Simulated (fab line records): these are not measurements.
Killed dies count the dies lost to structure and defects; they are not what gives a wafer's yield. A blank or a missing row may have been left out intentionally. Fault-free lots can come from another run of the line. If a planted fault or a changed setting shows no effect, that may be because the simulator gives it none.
Which tool is to blame? / flow berkeleyCmos170 / 14 lots, 42 wafers sampled, at 3 steps of a route of 331

== WHAT THE GAUGES READ, wafer by wafer ==
UCB170_M2_RS_MEAS_02: uses a four-point probe to measure. Usual: for M2_AL_RS the level is 0.0320 ohm/sq and the standard deviation is 0.00043.
lot=L948; measured=day 7 14:55; on=filmMetro-01; M2_AL_RS (ohm/sq)=0.0326 0.0327 0.0327; flag=
lot=L950; measured=day 7 15:00; on=filmMetro-04; M2_AL_RS (ohm/sq)=0.0321 0.0317 0.0319; flag=
lot=L951; measured=day 7 22:14; on=filmMetro-01; M2_AL_RS (ohm/sq)=0.0325 0.0324 0.0321; flag=
lot=L953; measured=day 8 08:17; on=filmMetro-04; M2_AL_RS (ohm/sq)=0.0318 0.0321 0.0326; flag=
lot=L954; measured=day 8 16:22; on=filmMetro-02; M2_AL_RS (ohm/sq)=0.0325 0.0325 0.0325; flag=
lot=L960; measured=day 9 15:32; on=filmMetro-04; M2_AL_RS (ohm/sq)=0.0320 0.0316 0.0320; flag=
lot=L959; measured=day 9 15:46; on=filmMetro-01; M2_AL_RS (ohm/sq)=0.0323 0.0323 0.0320; flag=
lot=L961; measured=day 10 03:27; on=filmMetro-02; M2_AL_RS (ohm/sq)=0.0714 0.0317 0.0313; flag=OFF
lot=L962; measured=day 10 11:38; on=filmMetro-01; M2_AL_RS (ohm/sq)=0.0310 0.0312 0.0708; flag=OFF
lot=L964; measured=day 10 12:10; on=filmMetro-01; M2_AL_RS (ohm/sq)=0.0315 0.0319 0.0321; flag=
lot=L965; measured=day 11 00:49; on=filmMetro-04; M2_AL_RS (ohm/sq)=0.0327 0.0329 0.0317; flag=
lot=L968; measured=day 11 10:41; on=filmMetro-01; M2_AL_RS (ohm/sq)=0.0326 0.0328 0.0318; flag=
lot=L969; measured=day 11 11:17; on=filmMetro-01; M2_AL_RS (ohm/sq)=0.0315 0.0311 0.0319; flag=
lot=L970; measured=day 11 11:28; on=filmMetro-04; M2_AL_RS (ohm/sq)=0.0319 0.0320 0.0314; flag=

UCB170_M2_THK_MEAS_03: measures by xrf. Usual: for M2_AL_THK the level is 907 nm and the standard deviation is 13.
lot=L948; measured=day 7 15:01; on=filmMetro-01; M2_AL_THK (nm)=885 886 882; flag=
lot=L950; measured=day 7 15:07; on=filmMetro-04; M2_AL_THK (nm)=911 922 924; flag=
lot=L951; measured=day 7 22:22; on=filmMetro-01; M2_AL_THK (nm)=892 891 898; flag=
lot=L953; measured=day 8 08:24; on=filmMetro-04; M2_AL_THK (nm)=911 909 892; flag=
lot=L954; measured=day 8 16:28; on=filmMetro-02; M2_AL_THK (nm)=889 889 889; flag=
lot=L960; measured=day 9 15:39; on=filmMetro-04; M2_AL_THK (nm)=914 928 906; flag=
lot=L959; measured=day 9 15:53; on=filmMetro-01; M2_AL_THK (nm)=897 898 910; flag=
lot=L961; measured=day 10 03:32; on=filmMetro-02; M2_AL_THK (nm)=409 913 921; flag=OFF
lot=L962; measured=day 10 11:45; on=filmMetro-01; M2_AL_THK (nm)=931 926 413; flag=OFF
lot=L964; measured=day 10 12:16; on=filmMetro-01; M2_AL_THK (nm)=919 904 896; flag=
lot=L965; measured=day 11 00:56; on=filmMetro-04; M2_AL_THK (nm)=887 885 919; flag=
lot=L968; measured=day 11 10:49; on=filmMetro-01; M2_AL_THK (nm)=896 883 914; flag=
lot=L969; measured=day 11 11:23; on=filmMetro-01; M2_AL_THK (nm)=923 935 917; flag=
lot=L970; measured=day 11 11:35; on=filmMetro-04; M2_AL_THK (nm)=913 912 929; flag=

== TOOL THAT RAN EACH LOT (tool first, then ch and the chambers of the sampled wafers, then the start) ==
lot=L948; UCB170_M2_SPUTTER_01=pvdSputter-02, day 7 14:48
lot=L950; UCB170_M2_SPUTTER_01=pvdSputter-03, day 7 14:55
lot=L951; UCB170_M2_SPUTTER_01=pvdSputter-02, day 7 22:10
lot=L953; UCB170_M2_SPUTTER_01=pvdSputter-03, day 8 08:11
lot=L954; UCB170_M2_SPUTTER_01=pvdSputter-04, day 8 16:15
lot=L960; UCB170_M2_SPUTTER_01=pvdSputter-02, day 9 15:26
lot=L959; UCB170_M2_SPUTTER_01=pvdSputter-04, day 9 15:41
lot=L961; UCB170_M2_SPUTTER_01=pvdSputter-03, day 10 03:19
lot=L962; UCB170_M2_SPUTTER_01=pvdSputter-03, day 10 11:33
lot=L964; UCB170_M2_SPUTTER_01=pvdSputter-04, day 10 12:04
lot=L965; UCB170_M2_SPUTTER_01=pvdSputter-02, day 11 00:44
lot=L968; UCB170_M2_SPUTTER_01=pvdSputter-02, day 11 10:36
lot=L969; UCB170_M2_SPUTTER_01=pvdSputter-02, day 11 11:10
lot=L970; UCB170_M2_SPUTTER_01=pvdSputter-04, day 11 11:22
- UCB170_M2_SPUTTER_01: material Al, target thk 900 nm, time 120 s.

== WHAT THE TOOLS THEMSELVES READ (means of the sampled wafers that have a number; where no wafer has one, the mark that the record gives instead) ==
UCB170_M2_SPUTTER_01. Usual: throttleValvePct at 30.5 %, with a standard deviation of 0.88.
lot=L948; tool=pvdSputter-02; throttleValvePct (%)=30.4; flag=
lot=L950; tool=pvdSputter-03; throttleValvePct (%)=30.2; flag=
lot=L951; tool=pvdSputter-02; throttleValvePct (%)=30.4; flag=
lot=L953; tool=pvdSputter-03; throttleValvePct (%)=30.0; flag=
lot=L954; tool=pvdSputter-04; throttleValvePct (%)=31.3; flag=
lot=L960; tool=pvdSputter-02; throttleValvePct (%)=30.4; flag=
lot=L959; tool=pvdSputter-04; throttleValvePct (%)=31.0; flag=
lot=L961; tool=pvdSputter-03; throttleValvePct (%)=30.0; flag=
lot=L962; tool=pvdSputter-03; throttleValvePct (%)=30.5; flag=
lot=L964; tool=pvdSputter-04; throttleValvePct (%)=31.0; flag=
lot=L965; tool=pvdSputter-02; throttleValvePct (%)=29.9; flag=
lot=L968; tool=pvdSputter-02; throttleValvePct (%)=30.3; flag=
lot=L969; tool=pvdSputter-02; throttleValvePct (%)=30.1; flag=
lot=L970; tool=pvdSputter-04; throttleValvePct (%)=30.9; flag=

== THE ANSWER, worked out from the rows above alone ==
Rule: take the mean of a lot's wafers that have a number; if it is more than 3 standard deviations from the usual mean, the lot is off. A lot without any number at a reading at which 4 lots or more have one is off too. Where the step has rows for the other lots, those lots are counted as sound. Order of review: gauges by route order, followed by the tools' own readings, for which a lot's mean as printed above is used. The first step at which some lot is off is used, and at that step the reading that is off furthest; a lot without a number counts as furthest.
Off: at UCB170_M2_RS_MEAS_02 (M2_AL_RS), L961, L962.
If a tool, at a process step before that reading, ran all the lots that are off and no sound lot after the first of them, it fits. The gauges at UCB170_M2_RS_MEAS_02 are tried like those tools. One fits: pvdSputter-03 at UCB170_M2_SPUTTER_01. A fault onset in the window from L953 (day 8 08:11, its last sound lot) to L961 (day 10 03:19, its first lot off) fits.

== WHAT THE SIMULATOR PUT IN ==
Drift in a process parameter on pvdSputter-03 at UCB170_M2_SPUTTER_01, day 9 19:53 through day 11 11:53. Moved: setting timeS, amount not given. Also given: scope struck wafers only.
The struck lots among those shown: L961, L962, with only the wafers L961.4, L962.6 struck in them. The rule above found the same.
